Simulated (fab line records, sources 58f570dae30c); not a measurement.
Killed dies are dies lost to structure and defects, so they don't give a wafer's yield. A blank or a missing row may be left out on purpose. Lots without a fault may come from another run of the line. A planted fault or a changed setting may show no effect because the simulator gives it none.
Which tool did it? | flow berkeley_cmos170 | 11 lots, 33 wafers sampled, at 2 steps of a route of 331

WHAT THE GAUGES READ, wafer by wafer
UCB170_ACTIVE_THK_MEAS_03.
lot  | measured    | on            | ACTIVE_OXIDE_THK (nm)
L828 | day 4 18:59 | film_metro-01 | 25.5 26.3 26.2
L829 | day 5 07:35 | film_metro-04 | 26.6 27.0 26.8
L830 | day 5 07:32 | film_metro-01 | 27.1 27.0 27.1
L831 | day 5 07:32 | film_metro-02 | 25.9 26.3 25.8
L832 | day 5 07:32 | film_metro-04 | 26.1 26.3 26.3
L833 | day 5 21:24 | film_metro-01 | 27.3 27.2 26.8
L835 | day 5 21:23 | film_metro-02 | 26.7 26.2 26.3
L840 | day 7 09:28 | film_metro-04 | 30.0 30.2 29.8
L841 | day 7 09:28 | film_metro-02 | 29.6 29.4 29.1
L845 | day 7 22:28 | film_metro-02 | 27.1 26.7 26.5
L851 | day 9 22:37 | film_metro-01 | 25.9 25.6 25.5

WHICH TOOL RAN EACH LOT (tool, then ch and the chambers of the sampled wafers, then the start)
lot  | UCB170_ACTIVE_OXIDATION_02
L828 | furnace-04 ch 0, day 4 17:38
L829 | furnace-01 ch 0, day 5 06:11
L830 | furnace-01 ch 0, day 5 06:11
L831 | furnace-01 ch 0, day 5 06:11
L832 | furnace-01 ch 0, day 5 06:11
L833 | furnace-02 ch 0, day 5 20:01
L835 | furnace-02 ch 0, day 5 20:01
L840 | furnace-01 ch 0, day 7 08:07
L841 | furnace-01 ch 0, day 7 08:07
L845 | furnace-04 ch 0, day 7 21:07
L851 | furnace-02 ch 0, day 9 21:16
- UCB170_ACTIVE_OXIDATION_02: target thk 26.4 nm, ox time 1260 s.

THE ANSWER, worked out from the rows above alone
Rule: what is usual is taken from the lots themselves. Put in order of their means at a reading, lots are off if they are a third of the lots or fewer, leave a main group of 4 or more, and stand apart from it by a gap of 3 or more times the standard deviation of the main group's means; of several such gaps the widest counts. A main group whose means are all the same, to the digits that the tables above print for the reading, isn't used. A lot without any number at a reading at which 4 lots or more have one is off too. The other lots that the step has rows for count as sound.
Off: L840, L841, at UCB170_ACTIVE_THK_MEAS_03 (ACTIVE_OXIDE_THK). The main group: mean 26.4 nm, standard deviation 0.48.
A tool fits if, at a process step before that reading, it ran every lot that is off, and no sound lot after the first of them. The gauges at UCB170_ACTIVE_THK_MEAS_03 are tried like those tools. One fits: furnace-01 at UCB170_ACTIVE_OXIDATION_02. Its last sound lot is L829 (day 5 06:11), its first lot that is off L840 (day 7 08:07): a fault that began between those two fits.

WHAT THE SIMULATOR HAD PUT IN
Process parameter drift: furnace-01, from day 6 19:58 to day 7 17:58, at UCB170_ACTIVE_OXIDATION_02. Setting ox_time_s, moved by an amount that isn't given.
Lots struck among those shown: L840, L841. The rule above found the same.
